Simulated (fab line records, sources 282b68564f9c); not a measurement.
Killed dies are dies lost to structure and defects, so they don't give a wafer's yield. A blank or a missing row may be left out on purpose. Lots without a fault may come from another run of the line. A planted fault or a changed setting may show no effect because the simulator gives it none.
A struck lot beside a sound one | flow rit_cmos | 44 steps out of a route of 202
Sound: wafers L222.2, L222.4, L222.6. Struck: wafers L227.1, L227.3, L227.4. The cause comes at the end.
At each step with rows: each side's tool, then ch and its chambers, then its first start. Under that, the readings that differ: sound wafers | struck wafers | difference of the means | sigmas: that difference in standard deviations of wafers without a fault.
alike: readings whose means differ by less than 2 such deviations, and words and numbers that are the same on both sides. not compared: withheld readings, readings that some wafer has no value for, bounds like >300 that may hide the same value, and numbers for which the record gives no deviation and whose values overlap.
The two part at a step that has a row with sigmas, a row that says differs or no value, or rows on one side only. Numbers that don't overlap but have no deviation are shown without sigmas and don't part them. A reading that every wafer of one side lacks parts them only if that side has two wafers or more.

RIT_PWELL_TW_MEAS_10:
  sound on film_metro-02, day 2 04:16; struck on film_metro-04, day 3 05:26
  alike: PWELL_TW
then, 1 step without rows for these wafers: RIT_WELLDRIVE_ANNEAL_00 (time 14700 s).
RIT_WELLDRIVE_RS_MEAS_01: measures by four-point-probe.
  sound on film_metro-04, day 2 09:25; struck on film_metro-01, day 3 11:07
  alike: NWELL_RS
RIT_WELLDRIVE_RS_MEAS_02: measures by four-point-probe.
  sound on film_metro-04, day 2 09:32; struck on film_metro-01, day 3 11:14
  alike: PWELL_RS
then, 6 steps without rows for these wafers: RIT_NRETRO_HMDS_00 (prime time 60 s); RIT_NRETRO_COAT_01 (resist thk 1300 nm); RIT_NRETRO_SOFTBAKE_02 (time 60 s); RIT_NRETRO_EXPOSE_03 (exposes mask M4, target cd 43900 nm); RIT_NRETRO_PEB_04; RIT_NRETRO_DEVELOP_05 (develop time 68 s).
RIT_NRETRO_OVL_MEAS_06:
  sound on overlay-01, day 2 10:41; struck on overlay-02, day 3 12:14
  alike: NRETRO_OVL
then, 1 step without rows for these wafers: RIT_NRETRO_HARDBAKE_07 (time 120 s).
RIT_NRETRO_IMPLANT_08:
  sound on implanter-02 ch 0, day 2 10:59; struck on implanter-03 ch 0, day 3 12:31
  reading            | sound                          | struck                       | difference | sigmas
  dose_ions_cm2      | 9.987e+12 9.983e+12 1.0015e+13 | 6.52e+12 6.537e+12 6.537e+12 | -3.46e+12  | -99 or more
  faraday_current_uA | 32.5 31.2 31.4                 | 21.2 21.0 20.1               | -10.9      | -17
RIT_NRETRO_STRIP_09: strips in O2, time 180 s.
  sound on plasma_asher-02 ch 0,1, day 2 11:07; struck on plasma_asher-02 ch 0,1, day 3 12:40
  alike: drypump_motor_current_A
  not compared: rf_hours_counter_h
RIT_NRETRO_TW_MEAS_10:
  sound on film_metro-03, day 2 11:18; struck on film_metro-02, day 3 13:04
  reading   | sound          | struck      | difference | sigmas
  NRETRO_TW | 1080 1082 1080 | 923 921 922 | -159       | -18
  not compared: hold
then, 5 steps without rows for these wafers: RIT_PRETRO_COAT_01 (resist thk 1300 nm); RIT_PRETRO_SOFTBAKE_02 (time 60 s); RIT_PRETRO_EXPOSE_03 (exposes mask M5, target cd 43700 nm); RIT_PRETRO_PEB_04; RIT_PRETRO_DEVELOP_05 (develop time 68 s).
RIT_PRETRO_OVL_MEAS_06:
  sound on overlay-01, day 2 12:22; struck on overlay-02, day 3 20:06
  alike: PRETRO_OVL
then, 2 steps without rows for these wafers: RIT_PRETRO_HARDBAKE_07 (time 120 s); RIT_PRETRO_IMPLANT_08.
RIT_PRETRO_STRIP_09: strips in O2, time 180 s.
  sound on plasma_asher-03 ch 0,1, day 2 12:47; struck on plasma_asher-01 ch 0,1, day 3 20:32
  alike: drypump_motor_current_A
  not compared: rf_hours_counter_h
RIT_PRETRO_TW_MEAS_10:
  sound on film_metro-03, day 2 12:59; struck on film_metro-04, day 3 20:43
  alike: PRETRO_TW
then, 5 steps without rows for these wafers: RIT_GATE_WET_ETCH_00 (etches SiO2 in BOE, target depth 56 nm, time 60 s); RIT_GATE_CLEAN_01 (cleans in SC1, time 600 s); RIT_GATE_CLEAN_02 (cleans in dHF, time 30 s); RIT_GATE_CLEAN_03 (cleans in SC2, time 600 s); RIT_GATE_CLEAN_04 (cleans in dHF, time 60 s).
RIT_FOX2_THK_MEAS_91:
  sound on film_metro-02, day 2 13:28; struck on film_metro-01, day 3 21:11
  alike: FIELD_OXIDE_LEFT_2_THK
then, 2 steps without rows for these wafers: RIT_GATE_OXIDATION_05 (target thk 3 nm, ox time 270 s); RIT_GATE_ANNEAL_06 (time 600 s).
RIT_GATE_THK_MEAS_07:
  sound on film_metro-01, day 2 14:50; struck on film_metro-01, day 4 00:18
  alike: GATE_OXIDE_THK
then, 1 step without rows for these wafers: RIT_GATE_CVD_08 (deposits poly-Si from SiH4, target thk 250 nm, time 2220 s).
RIT_GATE_THK_MEAS_09:
  sound on film_metro-02, day 2 17:20; struck on film_metro-02, day 4 03:07
  alike: GATE_POLY_THK
then, 5 steps without rows for these wafers: RIT_GATE_HMDS_10 (prime time 60 s); RIT_GATE_COAT_11 (resist thk 850 nm); RIT_GATE_SOFTBAKE_12 (time 60 s); RIT_GATE_EXPOSE_13 (exposes mask M6, target cd 150 nm); RIT_GATE_PEB_14.
RIT_REOX_OXIDATION_03: target thk 25.2 nm, ox time 5580 s.
  sound on furnace-02 ch 0, day 2 19:26; struck on furnace-04 ch 0, day 4 06:08
  reading                                     | sound            | struck            | difference | sigmas
  model.SiO2_of_REOX_OXIDATION_03.thk_nm (nm) | 25.59 25.51 25.7 | 24.06 23.98 23.52 | -1.75      |
RIT_SPACER_CLEAN_00: cleans in SC1, time 600 s.
  sound on wet_bench-02 ch 1, day 3 01:02; struck on wet_bench-01 ch 2, day 4 12:21
  reading                                     | sound             | struck            | difference | sigmas
  model.SiO2_of_REOX_OXIDATION_03.thk_nm (nm) | 23.59 23.52 23.69 | 22.21 22.15 21.72 | -1.57      |
RIT_M1_PROBE_99:
  sound on prober-02, day 3 15:05; struck on prober-01, day 5 02:03
  alike: killed_at_front_end, killed_dies, killed_open, killed_short

WHERE THEY PART
First at RIT_NRETRO_IMPLANT_08; last, within this record, at RIT_NRETRO_TW_MEAS_10. Later steps at which nothing parts them and some readings are alike: RIT_PRETRO_OVL_MEAS_06, RIT_PRETRO_STRIP_09, RIT_PRETRO_TW_MEAS_10, RIT_FOX2_THK_MEAS_91, RIT_GATE_THK_MEAS_07, RIT_GATE_THK_MEAS_09, RIT_M1_PROBE_99.

WHY: what the simulator had put in
Process parameter drift: implanter-03, from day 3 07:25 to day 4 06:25, at RIT_NRETRO_IMPLANT_08. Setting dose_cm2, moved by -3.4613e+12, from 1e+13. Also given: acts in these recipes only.
